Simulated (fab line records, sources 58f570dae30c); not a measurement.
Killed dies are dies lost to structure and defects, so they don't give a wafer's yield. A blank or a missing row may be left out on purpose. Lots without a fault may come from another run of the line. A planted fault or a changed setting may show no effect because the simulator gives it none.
fab line records | flow berkeley_cmos170
record lots=14 wafers=42 last_day=11
route steps=331 shown ZERO@12 ACTIVE@62 M2@286
lots that met no fault: from a run of the same line without faults
start_h: hours from the record's first day to the start of the lot's first wafer shown | wait_h: hours since the lot's step before | " the same as in the row above | L1.1+2: a row that stands for several wafers | - no value, or no start given | * or withheld: withheld | < > ~ a bound
route shown NAME@n: a module of which the file shows steps, and the number in the route of the first | usual: mean/standard deviation of fault-free wafers | same: alike in all rows | chamber/n: place in a boat | sites: the reading at each site | _std_site: their standard deviation | _edge_site: outer sites' mean less inner sites' | radius_mm: how far each site lies from the wafer's centre | mask NAME#n: copy n | behind: the tool/chamber that last shaped the wafer | hold: why the lot was held/for how many hours/how that ended | device: the transistor (n, p or np) that didn't switch | end of line: the same wafers' tests at the end of the route | a step without rows: its recipe alone | killed: dies lost to structure and defects at the first sort, not the wafer's yield | map: a wafer's dies, x killed, . not, _ none there
set.NAME: the setting as run; set.NAME@STEP: as run at that earlier step | model.NAME: the simulator's own value behind a step, which no gauge read
steps of the route over a sample of lots; a table a step, a row a wafer
services: from which hour (start_h, from the record's first day; less than 0 if before it) a tool's chamber was out of use, for how many hours, and why
## steps
# step UCB170_ZERO_ETCH_06
# recipe chemistry=CHF3/CF4/Ar target=SiO2 time_s=12 pressure_mtorr=100 rf_w=500 CHF3_flow_sccm=50 cf4_flow_sccm=10 Ar_flow_sccm=120 over_etch_frac=1.58
# usual drypump_motor_current_A=5.7/0.4 oes_product_au=0.622/0.0096 throttle_valve_pct=9.26/0.1
# columns lot.wafer tool chamber start_h wait_h drypump_motor_current_A oes_product_au rf_hours_counter_h throttle_valve_pct
L291.3 rie_diel-01 0 21.00 - 5.6 0.634 60 9.20
L291.5 " 3 " " 5.6 0.610 - 9.28
L291.6 " 2 " " 5.3 0.623 - 9.08
L294.1 rie_diel-03 0 35.59 - 5.3 0.633 12 9.25
L294.3 " 1 " " 5.9 0.610 139 9.23
L294.5 " 0 " " 5.3 0.632 - 9.25
L295.1 rie_diel-03 3 41.96 - 6.0 0.619 50 9.19
L295.4 " 2 " " 6.6 0.623 32 9.22
L295.5 " 3 " " 6.0 0.606 - 9.19
L297.2 rie_diel-01 0 48.89 - 5.6 0.634 61 9.23
L297.4 " 3 " " 5.7 0.615 129 9.30
L297.6 " 1 " " 6.2 0.628 - 9.44
L298.2 rie_diel-01 1 53.75 - 6.2 0.623 147 9.42
L298.3 " 2 " " 5.2 0.628 169 9.11
L298.5 " 1 " " 6.2 0.621 - 9.44
L300.1 rie_diel-02 0 63.99 - 5.6 0.611 15 9.20
L300.2 " 3 " " 5.1 0.615 14 9.21
L300.5 " 0 " " 5.6 0.617 - 9.17
L302.1 rie_diel-02 1 75.61 - 5.6 0.625 158 9.44
L302.4 " 3 " " 5.0 0.618 15 9.23
L302.6 " 1 " " 5.6 0.621 - 9.44
L303.2 rie_diel-01 0 78.90 - 5.6 0.626 63 9.21
L303.3 " 1 " " 6.2 0.627 148 9.44
L303.5 " 1 " " 6.2 0.627 - 9.44
L305.1 rie_diel-01 0 90.38 - 5.6 0.638 63 9.21
L305.5 " 2 " " 5.2 0.624 - 9.08
L305.6 " 3 " " 5.6 0.606 - 9.31
L306.3 rie_diel-03 3 95.85 - 6.0 0.628 52 9.18
L306.5 " 3 " " 6.0 0.612 - 9.19
L306.6 " 0 " " 5.2 0.636 - 9.25
L307.2 rie_diel-02 0 98.40 - 5.6 0.610 16 9.20
L307.3 " 1 " " 5.6 0.623 159 9.42
L307.6 " 1 " " 5.6 0.633 - 9.43
L308.1 rie_diel-03 1 107.21 - 5.9 0.614 142 9.21
L308.2 " 0 " " 5.3 0.639 15 9.25
L308.4 " 2 " " 6.6 0.627 34 9.24
L309.4 rie_diel-02 3 112.83 - 5.1 0.624 17 9.23
L309.5 " 3 " " 5.1 0.621 - 9.21
L309.6 " 0 " " 5.6 0.606 - 9.19
L310.1 rie_diel-01 0 117.11 - 5.6 0.637 64 9.20
L310.5 " 2 " " 5.2 0.618 - 9.10
L310.6 " 3 " " 5.7 0.612 - 9.29
# step UCB170_ACTIVE_OXIDATION_02
# recipe temp_c=1000 ambient=O2 target_thk_a=264 ox_time_s=1260
# usual ox_temp_c=1000.1/0.38 ox_time_s=1260/0
# columns lot.wafer tool chamber start_h wait_h ox_temp_c ox_time_s
L291.3 furnace-02 0 69.29 2.3 999.3 1260
L291.5 " 0 " " 1000.0 1260
L291.6 " 0 " " 999.9 1260
L294.1 furnace-02 0 81.41 1.8 1000.2 1260
L294.3 " 0 " " 1000.1 1260
L294.5 " 0 " " 1000.5 1260
L295.1 furnace-01 0 86.78 2.6 1000.0 1260
L295.4 " 0 " " 1000.3 1260
L295.5 " 0 " " 999.9 1260
L297.2 furnace-01 0 96.71 2.7 1000.1 1260
L297.4 " 0 " " 1000.3 1260
L297.6 " 0 " " 1000.6 1260
L298.2 furnace-03 0 102.43 5.5 999.5 1260
L298.3 " 0 " " 999.5 1260
L298.5 " 0 " " 999.7 1260
L300.1 furnace-02 0 113.35 4.2 1000.4 1260
L300.2 " 0 " " 1000.4 1260
L300.5 " 0 " " 1000.5 1260
L302.1 furnace-03 0 123.77 1.7 1000.3 1260
L302.4 " 0 " " 1000.5 1260
L302.6 " 0 " " 1000.2 1260
L303.2 furnace-03 0 123.77 1.7 1000.1 1260
L303.3 " 0 " " 1000.3 1260
L303.5 " 0 " " 1000.4 1260
L305.1 furnace-03 0 145.36 2.5 1000.0 1260
L305.5 " 0 " " 999.8 1260
L305.6 " 0 " " 1000.3 1260
L307.2 furnace-03 0 145.36 2.5 1000.5 1260
L307.3 " 0 " " 999.4 1260
L307.6 " 0 " " 1000.3 1260
L306.3 furnace-03 0 154.81 1.5 999.3 1890
L306.5 " 0 " " 1000.0 1890
L306.6 " 0 " " 1000.4 1890
L308.1 furnace-03 0 157.82 2.8 1000.4 1890
L308.2 " 0 " " 1000.4 1890
L308.4 " 0 " " 999.8 1890
L309.4 furnace-02 0 164.36 2.4 1000.1 1260
L309.5 " 0 " " 1000.7 1260
L309.6 " 0 " " 999.9 1260
L310.1 furnace-02 0 164.36 2.4 1000.0 1260
L310.5 " 0 " " 1000.2 1260
L310.6 " 0 " " 1000.3 1260
# step UCB170_ACTIVE_THK_MEAS_03
# recipe reads=SiO2_of_ACTIVE_OXIDATION_02
# usual ACTIVE_OXIDE_THK=26.4/0.58
# columns lot.wafer tool chamber start_h wait_h ACTIVE_OXIDE_THK[nm]
L291.3 film_metro-04 - 70.66 0.0 25.9
L291.5 " - " " 25.6
L291.6 " - " " 26.0
L294.1 film_metro-04 - 82.76 0.0 25.7
L294.3 " - " " 25.2
L294.5 " - " " 25.6
L295.1 film_metro-03 - 88.13 0.0 25.6
L295.4 " - " " 25.9
L295.5 " - " " 25.6
L297.2 film_metro-02 - 98.07 0.0 26.2
L297.4 " - " " 26.2
L297.6 " - " " 25.9
L298.2 film_metro-04 - 103.79 0.0 26.9
L298.3 " - " " 27.1
L298.5 " - " " 26.8
L300.1 film_metro-03 - 114.83 0.1 25.5
L300.2 " - " " 25.6
L300.5 " - " " 25.5
L302.1 film_metro-04 - 125.12 0.0 26.3
L302.4 " - " " 26.2
L302.6 " - " " 26.0
L303.2 film_metro-03 - 125.19 0.1 26.8
L303.3 " - " " 26.8
L303.5 " - " " 26.4
L305.1 film_metro-02 - 146.71 0.0 27.4
L305.5 " - " " 26.9
L305.6 " - " " 27.0
L307.2 film_metro-03 - 146.72 0.0 27.3
L307.3 " - " " 27.1
L307.6 " - " " 26.8
L306.3 film_metro-02 - 156.18 0.0 34.0
L306.5 " - " " 34.1
L306.6 " - " " 34.2
L308.1 film_metro-03 - 159.17 0.0 32.9
L308.2 " - " " 32.6
L308.4 " - " " 32.3
L310.1 film_metro-04 - 165.71 0.0 26.2
L310.5 " - " " 25.8
L310.6 " - " " 25.5
L309.4 film_metro-03 - 165.76 0.0 26.1
L309.5 " - " " 25.9
L309.6 " - " " 26.1
# step UCB170_ACTIVE_OVL_MEAS_14
# usual ACTIVE_OVL=6/5.1
# columns lot.wafer tool chamber start_h wait_h ACTIVE_OVL[nm]
L291.3 overlay-01 - 77.93 0.1 -2
L291.5 " - " " 1
L291.6 " - " " -1
L294.1 overlay-02 - 90.26 0.1 4
L294.3 " - " " 8
L294.5 " - " " 15
L295.1 overlay-01 - 95.01 0.1 3
L295.4 " - " " 7
L295.5 " - " " 6
L297.2 overlay-02 - 107.97 0.1 -1
L297.4 " - " " 0
L297.6 " - " " 5
L298.2 overlay-01 - 113.50 0.1 10
L298.3 " - " " 13
L298.5 " - " " 10
L300.1 overlay-01 - 126.04 0.1 11
L300.2 " - " " 12
L300.5 " - " " 10
L302.1 overlay-01 - 132.31 0.1 5
L302.4 " - " " 3
L302.6 " - " " 4
L303.2 overlay-01 - 133.22 0.1 -3
L303.3 " - " " -5
L303.5 " - " " -1
L305.1 overlay-02 - 155.15 0.1 12
L305.5 " - " " 2
L305.6 " - " " 7
L307.2 overlay-01 - 155.31 0.1 -1
L307.3 " - " " 2
L307.6 " - " " -1
L308.1 overlay-02 - 166.93 0.1 14
L308.2 " - " " 11
L308.4 " - " " 7
L306.3 overlay-01 - 167.01 0.1 14
L306.5 " - " " 11
L306.6 " - " " 0
L310.1 overlay-01 - 173.15 0.1 2
L310.5 " - " " 0
L310.6 " - " " 0
L309.4 overlay-01 - 173.28 0.1 4
L309.5 " - " " -1
L309.6 " - " " 0
# step UCB170_M2_CD_MEAS_15
# recipe target_cd_nm=700
# usual cd_nm=700.2/1.4
# columns lot.wafer tool chamber start_h wait_h cd_nm
L291.3 cd_sem-01 - 160.89 - 700.0
L291.5 " - " " 699.4
L291.6 " - " " 698.3
L294.1 cd_sem-02 - 168.34 - 702.9
L294.3 " - " " 702.4
L294.5 " - " " 702.1
L295.1 cd_sem-01 - 178.89 - 699.7
L295.4 " - " " 700.1
L295.5 " - " " 701.2
L297.2 cd_sem-01 - 187.30 - 700.4
L297.4 " - " " 700.1
L297.6 " - " " 700.5
L298.2 cd_sem-02 - 187.55 - 700.9
L298.3 " - " " 699.0
L298.5 " - " " 700.0
L300.1 cd_sem-01 - 206.45 - 700.4
L300.2 " - " " 700.5
L300.5 " - " " 700.8
L303.2 cd_sem-02 - 210.25 - 698.4
L303.3 " - " " 700.5
L303.5 " - " " 699.7
L302.1 cd_sem-01 - 210.43 - 700.3
L302.4 " - " " 700.0
L302.6 " - " " 698.6
L305.1 cd_sem-01 - 231.47 - 699.2
L305.5 " - " " 697.8
L305.6 " - " " 699.9
L307.2 cd_sem-01 - 231.79 - 699.8
L307.3 " - " " 699.5
L307.6 " - " " 700.9
L308.1 cd_sem-02 - 243.56 - 697.5
L308.2 " - " " 697.4
L308.4 " - " " 697.8
L306.3 cd_sem-02 - 254.04 - 700.0
L306.5 " - " " 701.4
L306.6 " - " " 700.8
L309.4 cd_sem-01 - 254.34 - 701.4
L309.5 " - " " 701.9
L309.6 " - " " 701.6
L310.1 cd_sem-01 - 255.00 - 702.3
L310.5 " - " " 699.6
L310.6 " - " " 701.1
## services
# columns tool chamber start_h hours kind
rie_diel-01 2 2.37 2.4 repair
furnace-02 - 20.52 2.4 pm
rie_diel-03 - 39.08 0.4 repair
rie_diel-02 2 40.86 7.9 repair
furnace-02 - 49.76 3.1 pm
rie_diel-01 0 52.69 7.3 repair
rie_diel-01 - 55.11 2.8 pm
rie_diel-02 2 56.70 7.0 repair
rie_diel-01 2 63.91 - clean
rie_diel-01 2 63.91 18.0 scheduled_down
rie_diel-01 2 63.91 18.0 vent_cycle
rie_diel-01 2 104.95 3.6 repair
furnace-01 - 116.00 3.3 pm
rie_diel-02 1 125.95 - clean
rie_diel-02 1 125.95 25.7 scheduled_down
rie_diel-02 1 125.95 25.7 vent_cycle
furnace-01 - 127.90 5.4 pm
rie_diel-03 3 135.89 5.6 repair
furnace-01 - 145.94 5.9 pm
## key
first_sign step=UCB170_ACTIVE_OXIDATION_02 reading=ox_time_s direction=up sigmas=99+ usual=* struck=*
effect step=UCB170_ACTIVE_THK_MEAS_03 reading=ACTIVE_OXIDE_THK direction=up sigmas=12 usual=26.4 struck=33.4
met_at UCB170_ACTIVE_OXIDATION_02
struck_lots L306,L308
tester_left_out L306,L308
not_acting_at UCB170_ZERO_ETCH_06,UCB170_ACTIVE_OVL_MEAS_14,UCB170_M2_CD_MEAS_15
onset_between 145.36 154.81
fault kind=process_parameter_drift tool=furnace-03 chamber=- onset_h=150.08 steps=UCB170_ACTIVE_OXIDATION_02 channel=ox_time_s offset=* shape=step end_h=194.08 acts_in=* stated=*
# tester_left_out: of these lots the tester's yield and bins aren't shown, on N5 and GAA mostly nor the transistor test; their killed dies are dies lost to structure and defects alone, not to doping, threshold or leakage, so they don't give the yield
